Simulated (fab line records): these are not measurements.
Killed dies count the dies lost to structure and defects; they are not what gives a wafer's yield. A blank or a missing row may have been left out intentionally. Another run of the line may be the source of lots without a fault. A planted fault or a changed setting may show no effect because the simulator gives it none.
Lot-split experiment :: flow rit cmos :: route with 202 steps; 5 lots, 23 wafers read

## THE SPLIT ITSELF
At RIT_PLDD_IMPLANT_08, the setting dose cm2 was moved away from the recipe's 9e+14 on 9 of the 23 wafers read, by -7.3% to +5.4%. For the rest of the wafers, this setting stayed at what the recipe calls for.

## FROM THE SPLIT ON TO THE READING: in between, the file shows 1 step
- RIT_PLDD_STRIP_09: strips in O2, time 180 s

## THE READING
PLDD_TW, at RIT_PLDD_TW_MEAS_10. A value of 2327 with a standard deviation of 16 is what fault-free wafers of this fab line usually give.

wafer: L074.3
tool, chamber at the split: implanter-01, 0
dose cm2 as run: 9e+14
against the recipe: recipe
PLDD_TW: 2319
against lot-mates on the recipe: -

wafer: L074.5
tool, chamber at the split: implanter-01, 0
dose cm2 as run: 9e+14
against the recipe: recipe
PLDD_TW: 2311
against lot-mates on the recipe: -

wafer: L074.6
tool, chamber at the split: implanter-01, 0
dose cm2 as run: 9e+14
against the recipe: recipe
PLDD_TW: 2304
against lot-mates on the recipe: -

wafer: L076.1
tool, chamber at the split: implanter-03, 0
dose cm2 as run: 9.487e+14
against the recipe: +5.4%
PLDD_TW: 2360
against lot-mates on the recipe: +29

wafer: L076.3
tool, chamber at the split: implanter-03, 0
dose cm2 as run: 9e+14
against the recipe: recipe
PLDD_TW: 2333
against lot-mates on the recipe: -

wafer: L076.4
tool, chamber at the split: implanter-03, 0
dose cm2 as run: 9e+14
against the recipe: recipe
PLDD_TW: 2325
against lot-mates on the recipe: -

wafer: L076.5
tool, chamber at the split: implanter-03, 0
dose cm2 as run: 9e+14
against the recipe: recipe
PLDD_TW: 2334
against lot-mates on the recipe: -

wafer: L076.6
tool, chamber at the split: implanter-03, 0
dose cm2 as run: 9.487e+14
against the recipe: +5.4%
PLDD_TW: 2372
against lot-mates on the recipe: +41

wafer: L077.1
tool, chamber at the split: implanter-04, 0
dose cm2 as run: 9e+14
against the recipe: recipe
PLDD_TW: 2333
against lot-mates on the recipe: -

wafer: L077.2
tool, chamber at the split: implanter-04, 0
dose cm2 as run: 9.41e+14
against the recipe: +4.6%
PLDD_TW: 2370
against lot-mates on the recipe: +32

wafer: L077.4
tool, chamber at the split: implanter-04, 0
dose cm2 as run: 9.41e+14
against the recipe: +4.6%
PLDD_TW: 2357
against lot-mates on the recipe: +19

wafer: L077.5
tool, chamber at the split: implanter-04, 0
dose cm2 as run: 9e+14
against the recipe: recipe
PLDD_TW: 2343
against lot-mates on the recipe: -

wafer: L077.6
tool, chamber at the split: implanter-04, 0
dose cm2 as run: 9.41e+14
against the recipe: +4.6%
PLDD_TW: 2377
against lot-mates on the recipe: +39

wafer: L080.1
tool, chamber at the split: implanter-03, 0
dose cm2 as run: 8.34e+14
against the recipe: -7.3%
PLDD_TW: 2283
against lot-mates on the recipe: -52

wafer: L080.2
tool, chamber at the split: implanter-03, 0
dose cm2 as run: 9e+14
against the recipe: recipe
PLDD_TW: 2337
against lot-mates on the recipe: -

wafer: L080.3
tool, chamber at the split: implanter-03, 0
dose cm2 as run: 9e+14
against the recipe: recipe
PLDD_TW: 2331
against lot-mates on the recipe: -

wafer: L080.4
tool, chamber at the split: implanter-03, 0
dose cm2 as run: 9e+14
against the recipe: recipe
PLDD_TW: 2336
against lot-mates on the recipe: -

wafer: L080.5
tool, chamber at the split: implanter-03, 0
dose cm2 as run: 8.34e+14
against the recipe: -7.3%
PLDD_TW: 2275
against lot-mates on the recipe: -60

wafer: L083.1
tool, chamber at the split: implanter-01, 0
dose cm2 as run: 8.381e+14
against the recipe: -6.9%
PLDD_TW: 2290
against lot-mates on the recipe: -35

wafer: L083.2
tool, chamber at the split: implanter-01, 0
dose cm2 as run: 9e+14
against the recipe: recipe
PLDD_TW: 2324
against lot-mates on the recipe: -

wafer: L083.3
tool, chamber at the split: implanter-01, 0
dose cm2 as run: 9e+14
against the recipe: recipe
PLDD_TW: 2324
against lot-mates on the recipe: -

wafer: L083.5
tool, chamber at the split: implanter-01, 0
dose cm2 as run: 8.381e+14
against the recipe: -6.9%
PLDD_TW: 2284
against lot-mates on the recipe: -41

wafer: L083.6
tool, chamber at the split: implanter-01, 0
dose cm2 as run: 9e+14
against the recipe: recipe
PLDD_TW: 2327
against lot-mates on the recipe: -

THE FIT
A straight line over all 23 wafers: PLDD_TW changes by +6.95 for each +1% of dose cm2; r = +0.94; the points scatter about the line by 9.9.
The same after taking each lot's own level away (the mean of its wafers on the recipe; 23 wafers): +6.6 for each +1%; r = +0.97; scatter 6.1.
Per that fit: largest dose cm2 move, reading shift of 48.
From 2311.3 to 2338.0: that is the span of the lots' own levels, equal to 1.7 times the standard deviation above.
So the lot-to-lot level changes the slope little: the two slopes agree.
Check: for one of the wafers moved furthest among these (-7.3%), held out of the fit, the line's prediction against its lot-mates is -47.6. Against them it came out at -51.7.

## THESE WAFERS: OTHER SPLITS
Other splits were also applied to these wafers ahead of the reading. Each is held against what the fit with the lots' levels taken away leaves over:
other split on the same wafers: RIT_ACTIVE_OXIDATION_01 temp c
wafers away from the commonest value: 10
r with PLDD_TW (lot level and that fit taken away): +0.19

other split on the same wafers: RIT_ACTIVE_EXPOSE_08 dose mj
wafers away from the commonest value: 11
r with PLDD_TW (lot level and that fit taken away): -0.09

other split on the same wafers: RIT_FOX2_OXIDATION_00 ox time s
wafers away from the commonest value: 10
r with PLDD_TW (lot level and that fit taken away): -0.14

other split on the same wafers: RIT_NWELL_IMPLANT_08 dose cm2
wafers away from the commonest value: 6
r with PLDD_TW (lot level and that fit taken away): +0.01

other split on the same wafers: RIT_PWELL_IMPLANT_08 energy kev
wafers away from the commonest value: 8
r with PLDD_TW (lot level and that fit taken away): -0.33

other split on the same wafers: RIT_PRETRO_COAT_01 resist thk nm
wafers away from the commonest value: 9
r with PLDD_TW (lot level and that fit taken away): -0.13

other split on the same wafers: RIT_GATE_SOFTBAKE_12 temp c
wafers away from the commonest value: 8
r with PLDD_TW (lot level and that fit taken away): -0.03

other split on the same wafers: RIT_NLDD_IMPLANT_08 energy kev
wafers away from the commonest value: 7
r with PLDD_TW (lot level and that fit taken away): +0.27

## FILE'S OWN FIT
PLDD_TW changes by +6.59 for each +1% of dose cm2, r = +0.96.
